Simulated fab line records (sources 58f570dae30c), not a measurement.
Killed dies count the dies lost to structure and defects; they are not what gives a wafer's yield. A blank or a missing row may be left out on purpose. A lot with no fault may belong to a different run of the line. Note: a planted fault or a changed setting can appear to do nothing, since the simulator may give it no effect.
A lot that was struck, set against a sound lot + flow berkeley_cmos170 + 44 steps out of a route of 331
Sound: wafers L320.1, L320.3, L320.5. Wafers L314.1, L314.4, L314.6 were the ones struck. Last of all comes the cause.
For every step that has rows: the tool of each side, followed by ch and its chambers, followed by its first start. Under that, the readings that differ: sound wafers + struck wafers + difference of the means + sigmas: that difference in standard deviations of wafers without a fault.
alike: readings with means less than 2 such deviations apart, plus words and numbers identical on both sides. not compared: withheld readings, readings lacking a value on some wafer, bounds such as >300 that could conceal the same value, and numbers that have no deviation in the record and whose values overlap.
Wherever a step has rows on one side only, a row that says differs or no value, or a row with sigmas, the two part there. Numbers that don't overlap but have no deviation are shown without sigmas and don't part them. A reading missing from all wafers of one side parts the sides only when that side holds two or more wafers.

UCB170_PLDD_STRIP_10: strips in O2.
  sound on plasma_asher-01 ch 0,1, day 12 00:12; struck on plasma_asher-01 ch 1, day 9 20:55
  alike: drypump_motor_current_A, o2_flow_sccm, oes_product_au, strip_time_to_endpoint_s
  not compared: rf_hours_counter_h
UCB170_PLDD_TW_MEAS_11:
  sound on film_metro-03, day 12 00:18; struck on film_metro-02, day 9 21:01
  alike: PLDD_TW
then, 7 steps without rows for these wafers: UCB170_PLDD_CLEAN_12 (cleans in SPM, time 600 s); UCB170_NLDD_HMDS_00 (prime time 60 s); UCB170_NLDD_COAT_01 (resist thk 907.7 nm); UCB170_NLDD_SOFTBAKE_02 (time 60 s); UCB170_NLDD_EXPOSE_03 (exposes mask NSELECT, target cd 1200 nm); UCB170_NLDD_PEB_04; UCB170_NLDD_DEVELOP_05 (develop time 45 s).
UCB170_NLDD_CD_MEAS_06: the cd target is 1200 nm.
  sound on cd_sem-01, day 12 01:28; struck on cd_sem-01, day 9 22:54
  alike: cd_nm
UCB170_NLDD_OVL_MEAS_07:
  sound on overlay-01, day 12 01:35; struck on overlay-01, day 9 23:01
  alike: NLDD_OVL
following that, these wafers have no rows for 1 step: UCB170_NLDD_IMPLANT_08.
UCB170_NLDD_IMPLANT_09:
  sound on implanter-03 ch 0, day 12 01:46; struck on implanter-03 ch 0, day 9 23:32
UCB170_NLDD_STRIP_10: strips in O2.
  sound on plasma_asher-04 ch 0,1, day 12 01:55; struck on plasma_asher-01 ch 0,1, day 9 23:41
| reading                      | sound             | struck            | difference | sigmas |
|------------------------------|-------------------|-------------------|------------|--------|
| strip_time_to_endpoint_s (s) | 21.88 21.87 21.94 | 21.78 21.75 21.78 | -0.13      | -2     |
  alike: drypump_motor_current_A, o2_flow_sccm, oes_product_au
  not compared: rf_hours_counter_h
UCB170_NLDD_TW_MEAS_11:
  sound on film_metro-03, day 12 02:01; struck on film_metro-02, day 9 23:47
| reading | sound          | struck         | difference | sigmas |
|---------|----------------|----------------|------------|--------|
| NLDD_TW | 2244 2231 2241 | 2458 2457 2461 | +220       | +10    |
then, 1 step without rows for these wafers: UCB170_NLDD_CLEAN_12 (cleans in SPM, time 600 s).
UCB170_SPACER_CVD_00: deposits SiO2 from TEOS/O2, target thk 376 nm, time 47 s.
  sound on pecvd-03 ch 0,2, day 12 02:15; struck on pecvd-03 ch 0,1, day 10 00:12
  alike: heater_power_w
UCB170_SPACER_THK_MEAS_01:
  sound on film_metro-02, day 12 02:17; struck on film_metro-03, day 10 00:14
  alike: SPACER_TEOS_THK
then, 1 step without rows for these wafers: UCB170_SPACER_ANNEAL_02 (time 1800 s).
UCB170_SPACER_ETCHBACK_03: etches SiO2 in CHF3/CF4/Ar, stops on Si, target depth 376 nm, time 100 s.
  sound on rie_diel-02 ch 1,3, day 12 08:03; struck on rie_diel-03 ch 1,2,3, day 10 07:28
  alike: drypump_motor_current_A, oes_product_au, throttle_valve_pct
  not compared: rf_hours_counter_h
then, 6 steps without rows for these wafers: UCB170_PSD_HMDS_00 (prime time 60 s); UCB170_PSD_COAT_01 (resist thk 900 nm); UCB170_PSD_SOFTBAKE_02 (time 60 s); UCB170_PSD_EXPOSE_03 (exposes mask PSELECT MOD, target cd 1200 nm); UCB170_PSD_PEB_04; UCB170_PSD_DEVELOP_05 (develop time 45 s).
UCB170_PSD_CD_MEAS_06: the cd target is 1200 nm.
  sound on cd_sem-01, day 12 09:05; struck on cd_sem-01, day 10 08:34
  alike: cd_nm
UCB170_PSD_OVL_MEAS_07:
  sound on overlay-01, day 12 09:13; struck on overlay-01, day 10 08:41
  alike: PSD_OVL
following that, these wafers have no rows for 1 step: UCB170_PSD_IMPLANT_08.
UCB170_PSD_STRIP_09: strips in O2.
  sound on plasma_asher-03 ch 0,1, day 12 09:23; struck on plasma_asher-02 ch 0,1, day 10 08:52
  alike: drypump_motor_current_A, o2_flow_sccm, oes_product_au, strip_time_to_endpoint_s
  not compared: rf_hours_counter_h
UCB170_PSD_TW_MEAS_10:
  sound on film_metro-02, day 12 09:29; struck on film_metro-03, day 10 08:58
  alike: PSD_TW
then, 7 steps without rows for these wafers: UCB170_PSD_CLEAN_11 (cleans in SPM, time 600 s); UCB170_NSD_HMDS_00 (prime time 60 s); UCB170_NSD_COAT_01 (resist thk 900 nm); UCB170_NSD_SOFTBAKE_02 (time 60 s); UCB170_NSD_EXPOSE_03 (exposes mask NSELECT MOD, target cd 1200 nm); UCB170_NSD_PEB_04; UCB170_NSD_DEVELOP_05 (develop time 45 s).
UCB170_NSD_CD_MEAS_06: the cd target is 1200 nm.
  sound on cd_sem-01, day 12 10:35; struck on cd_sem-01, day 10 10:02
  alike: cd_nm
UCB170_NSD_OVL_MEAS_07:
  sound on overlay-01, day 12 10:43; struck on overlay-02, day 10 10:10
  alike: NSD_OVL
then, 2 steps without rows for these wafers: UCB170_NSD_IMPLANT_08; UCB170_NSD_STRIP_09 (strips in O2).
UCB170_SDANNEAL_RS_MEAS_05: a four-point-probe measurement.
  sound on film_metro-04, day 12 14:56; struck on film_metro-02, day 10 12:06
| reading          | sound             | struck            | difference | sigmas |
|------------------|-------------------|-------------------|------------|--------|
| NLDD_RS (ohm/sq) | 617.4 618.1 617.8 | 465.2 465.2 465.2 | -152.6     | -95    |
following that, these wafers have no rows for 1 step: UCB170_M3_PROBE_99.

## WHERE THEY PART
At UCB170_NLDD_STRIP_10 first; at UCB170_SDANNEAL_RS_MEAS_05 last (within this record only).

WHY: whatever the simulator had introduced
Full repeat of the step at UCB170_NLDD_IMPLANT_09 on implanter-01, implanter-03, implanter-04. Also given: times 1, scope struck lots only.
